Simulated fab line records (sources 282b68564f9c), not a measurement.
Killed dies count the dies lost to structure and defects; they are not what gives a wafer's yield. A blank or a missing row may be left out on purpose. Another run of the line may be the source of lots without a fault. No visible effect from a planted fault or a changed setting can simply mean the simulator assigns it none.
Which tool did it?    flow rit cmos    48 wafers from 16 lots sampled at 2 of the route's 202 steps

== WHAT THE GAUGES READ, wafer by wafer ==
RIT_PWELL_OVL_MEAS_06.
lot   measured     on          PWELL_OVL (nm)
L732  day 1 22:18  overlay-01  -0.7 -0.9 -0.1
L733  day 2 02:55  overlay-02  -1.7 -0.6 0.3
L735  day 2 14:22  overlay-01  0.8 2.0 0.2
L736  day 2 19:39  overlay-01  0.3 0.9 2.4
L737  day 2 23:39  overlay-02  1.5 -0.9 0.6
L739  day 3 10:00  overlay-01  1.8 3.0 3.0
L740  day 3 15:05  overlay-01  -1.0 -0.6 -1.8
L741  day 3 19:46  overlay-01  -0.1 0.0 0.7
L742  day 4 00:05  overlay-01  -1.0 0.2 -1.7
L743  day 4 05:12  overlay-01  1.8 1.4 1.4
L748  day 5 07:31  overlay-02  -1.1 -0.6 0.9
L749  day 5 10:56  overlay-01  362.1 362.9 362.4
L750  day 5 16:27  overlay-02  362.5 363.1 364.0
L751  day 5 21:55  overlay-02  363.0 364.8 362.9
L752  day 6 01:46  overlay-02  361.2 361.2 360.4
L755  day 6 18:16  overlay-02  -0.5 0.7 1.7

== WHAT TOOL EACH LOT RAN ON (gives the tool, then ch and the chambers of the sampled wafers, and finally the start) ==
lot   RIT_PWELL_EXPOSE_03
L732  iline stepper-02 ch 0, day 1 21:54
L733  iline stepper-02 ch 0, day 2 02:29
L735  iline stepper-01 ch 0, day 2 13:56
L736  iline stepper-01 ch 0, day 2 19:14
L737  iline stepper-02 ch 0, day 2 23:04
L739  iline stepper-01 ch 0, day 3 09:35
L740  iline stepper-01 ch 0, day 3 14:40
L741  iline stepper-02 ch 0, day 3 19:20
L742  iline stepper-01 ch 0, day 3 23:39
L743  iline stepper-01 ch 0, day 4 04:31
L748  iline stepper-01 ch 0, day 5 07:05
L749  iline stepper-01 ch 0, day 5 10:32
L750  iline stepper-01 ch 0, day 5 16:02
L751  iline stepper-01 ch 0, day 5 21:28
L752  iline stepper-01 ch 0, day 6 01:21
L755  iline stepper-02 ch 0, day 6 17:52
- RIT_PWELL_EXPOSE_03: exposes mask M3, target cd 43700 nm.

== AS READ BY THE TOOLS THEMSELVES (means over the sampled wafers that have a number; for cases with no such wafer, the mark the record gives instead) ==
RIT_PWELL_EXPOSE_03.
lot   tool              focus offset nm (nm)  stage vel mm s (mm/s)
L732  iline stepper-02  0.0                   500.0
L733  iline stepper-02  0.5                   500.0
L735  iline stepper-01  0.8                   500.2
L736  iline stepper-01  0.3                   500.0
L737  iline stepper-02  0.2                   499.7
L739  iline stepper-01  -0.0                  500.0
L740  iline stepper-01  -0.5                  500.0
L741  iline stepper-02  0.2                   499.9
L742  iline stepper-01  0.4                   499.5
L743  iline stepper-01  -0.2                  499.9
L748  iline stepper-01  -0.3                  500.3
L749  iline stepper-01  0.4                   500.3
L750  iline stepper-01  -0.7                  499.8
L751  iline stepper-01  -0.2                  500.3
L752  iline stepper-01  -0.1                  500.5
L755  iline stepper-02  0.3                   499.9

== THE ANSWER, worked out from the rows above alone ==
Rule: usual is defined by the lots themselves. Put in order of their means at a reading, lots are off if they are a third of the lots or fewer, leave a main group of 4 or more, and stand apart from it by a gap of 3 or more times the standard deviation of the main group's means; of several such gaps the widest counts. Not used: any main group whose means are identical at the precision the tables above print for the reading. Also off: a lot with no number at a reading for which 4 or more lots have one. Any other lot the step has rows for is counted as sound. Order of review: gauges by route order, followed by the tools' own readings, for which a lot's mean as printed above is used. At the first step where some lot is off, the reading lying furthest off is the one used; lots without a number count as furthest.
Off: L749, L750, L751, L752, at RIT_PWELL_OVL_MEAS_06 (PWELL_OVL). Mean 0.3 nm and standard deviation 1.1 in the main group.
If a tool, at a process step before that reading, ran all the lots that are off and no sound lot after the first of them, it fits. The gauges at RIT_PWELL_OVL_MEAS_06 are tried like those tools. One fits: RIT_PWELL_EXPOSE_03 on iline stepper-01. Its last sound lot is L748 (day 5 07:05), its first lot that is off L749 (day 5 10:32): a fault that began between those two fits.

== WHAT WAS PUT IN BY THE SIMULATOR ==
Scanner matching overlay: iline stepper-01, from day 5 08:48 on, at RIT_PWELL_EXPOSE_03. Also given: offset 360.
Lots struck among those shown: L749, L750, L751, L752. The rule given above showed the same thing.
